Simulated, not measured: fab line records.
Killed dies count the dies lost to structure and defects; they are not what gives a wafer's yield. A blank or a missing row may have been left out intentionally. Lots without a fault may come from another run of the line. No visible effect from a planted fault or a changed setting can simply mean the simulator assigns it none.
Which tool did it? | flow berkeley-cmos170 | Sampling: 14 lots, 42 wafers, 3 of 331 route steps

WHAT THE GAUGES READ, wafer by wafer
UCB170_CONTACT_OVL_MEAS_16. Usual: CONTACT_OVL -1 nm, standard deviation 5.2.
lot  | measured     | on         | CONTACT_OVL (nm) | flag
L833 | day 8 01:47  | overlay-02 | -4 -2 -9         |
L834 | day 8 12:04  | overlay-01 | -3 -6 2          |
L836 | day 9 00:16  | overlay-01 | -9 -7 -1         |
L837 | day 9 02:43  | overlay-02 | -5 -6 -6         |
L838 | day 9 03:35  | overlay-02 | -1 -2 3          |
L843 | day 10 01:09 | overlay-02 | 9 8 3            |
L842 | day 10 02:11 | overlay-01 | -4 2 -9          |
L841 | day 10 02:26 | overlay-02 | 4 3 -3           |
L844 | day 10 17:16 | overlay-01 | 8 4 0            |
L847 | day 11 08:37 | overlay-02 | 0 3 -4           |
L849 | day 11 09:04 | overlay-02 | 10 -2 -2         |
L850 | day 11 21:49 | overlay-01 | 5 -1 8           |
L853 | day 11 23:02 | overlay-02 | -3 3 0           |
L854 | day 12 14:34 | overlay-01 | -4 -7 -9         |

UCB170_CONTACT_CD_MEAS_90: target cd 700 nm. Usual: 700.6 nm for cd-nm, sd 1.8.
lot  | measured     | on        | cd-nm (nm)        | flag
L833 | day 8 02:05  | cd-sem-02 | 701.1 701.6 700.9 |
L834 | day 8 12:23  | cd-sem-01 | 699.7 700.8 701.9 |
L836 | day 9 00:35  | cd-sem-01 | 699.6 700.7 700.1 |
L837 | day 9 03:01  | cd-sem-01 | 699.8 699.5 700.0 |
L838 | day 9 03:55  | cd-sem-01 | 700.3 702.4 698.5 |
L843 | day 10 01:28 | cd-sem-01 | 699.3 700.0 699.8 |
L842 | day 10 02:31 | cd-sem-01 | 700.0 702.3 701.0 |
L841 | day 10 02:44 | cd-sem-02 | 698.0 699.8 700.4 |
L844 | day 10 17:34 | cd-sem-02 | 701.0 703.7 701.0 |
L847 | day 11 08:55 | cd-sem-01 | 702.1 702.3 703.5 |
L849 | day 11 09:22 | cd-sem-01 | 699.2 699.0 698.2 |
L850 | day 11 22:09 | cd-sem-01 | 704.0 700.5 703.2 |
L853 | day 11 23:21 | cd-sem-01 | 701.1 702.6 700.4 |
L854 | day 12 14:53 | cd-sem-01 | 700.8 702.2 701.3 |

WHAT TOOL EACH LOT RAN ON (gives the tool, then ch and the chambers of the sampled wafers, and finally the start)
lot  | UCB170_CONTACT_STRIP_19
L833 | plasma-asher-04 ch 1, day 8 01:59
L834 | plasma-asher-01 ch 0,1, day 8 12:16
L836 | plasma-asher-02 ch 0,1, day 9 00:28
L837 | plasma-asher-02 ch 0,1, day 9 02:55
L838 | plasma-asher-01 ch 0,1, day 9 03:49
L843 | plasma-asher-02 ch 0,1, day 10 01:22
L842 | plasma-asher-04 ch 0,1, day 10 02:23
L841 | plasma-asher-01 ch 0,1, day 10 02:38
L844 | plasma-asher-01 ch 0,1, day 10 17:28
L847 | plasma-asher-04 ch 0,1, day 11 08:49
L849 | plasma-asher-01 ch 0,1, day 11 09:16
L850 | plasma-asher-04 ch 0,1, day 11 22:02
L853 | plasma-asher-02 ch 0,1, day 11 23:15
L854 | plasma-asher-01 ch 0,1, day 12 14:46
- UCB170_CONTACT_STRIP_19: strips in O2.

WHAT THE TOOLS THEMSELVES READ (means of the sampled wafers that have a number; where no wafer has one, the mark that the record gives instead)
UCB170_CONTACT_STRIP_19. Usual: drypump-motor-current-A 5.93 A, standard deviation 0.25; oes-product-au 0.726 a.u., standard deviation 0.0046.
lot  | tool            | drypump-motor-current-A (A) | oes-product-au (a.u.) | flag
L833 | plasma-asher-04 | 5.74                        | 0.722                 |
L834 | plasma-asher-01 | 5.85                        | 0.726                 |
L836 | plasma-asher-02 | 6.19                        | 0.727                 |
L837 | plasma-asher-02 | 6.24                        | 0.728                 |
L838 | plasma-asher-01 | 5.86                        | 0.723                 |
L843 | plasma-asher-02 | 6.15                        | 0.726                 |
L842 | plasma-asher-04 | 5.74                        | 0.723                 |
L841 | plasma-asher-01 | 6.04                        | 0.726                 |
L844 | plasma-asher-01 | 6.04                        | 0.728                 |
L847 | plasma-asher-04 | 5.75                        | 0.729                 |
L849 | plasma-asher-01 | 6.04                        | 0.730                 |
L850 | plasma-asher-04 | 5.79                        | 0.724                 |
L853 | plasma-asher-02 | 6.16                        | 0.723                 |
L854 | plasma-asher-01 | 5.86                        | 0.724                 |

THE ANSWER, worked out from the rows above alone
Rule: a lot counts as off when the mean over its wafers that have a number is more than 3 standard deviations away from the usual mean. Also off: a lot with no number at a reading for which 4 or more lots have one. Any other lot the step has rows for is counted as sound. After the gauges, taken in route order, come the tools' own readings; for these a lot's mean is taken, as printed above. The first step at which some lot is off is used, and at that step the reading that is off furthest; a lot without a number counts as furthest.
No lot is off at any reading shown: from this, nothing can be told.

WHAT THE SIMULATOR HAD INSERTED
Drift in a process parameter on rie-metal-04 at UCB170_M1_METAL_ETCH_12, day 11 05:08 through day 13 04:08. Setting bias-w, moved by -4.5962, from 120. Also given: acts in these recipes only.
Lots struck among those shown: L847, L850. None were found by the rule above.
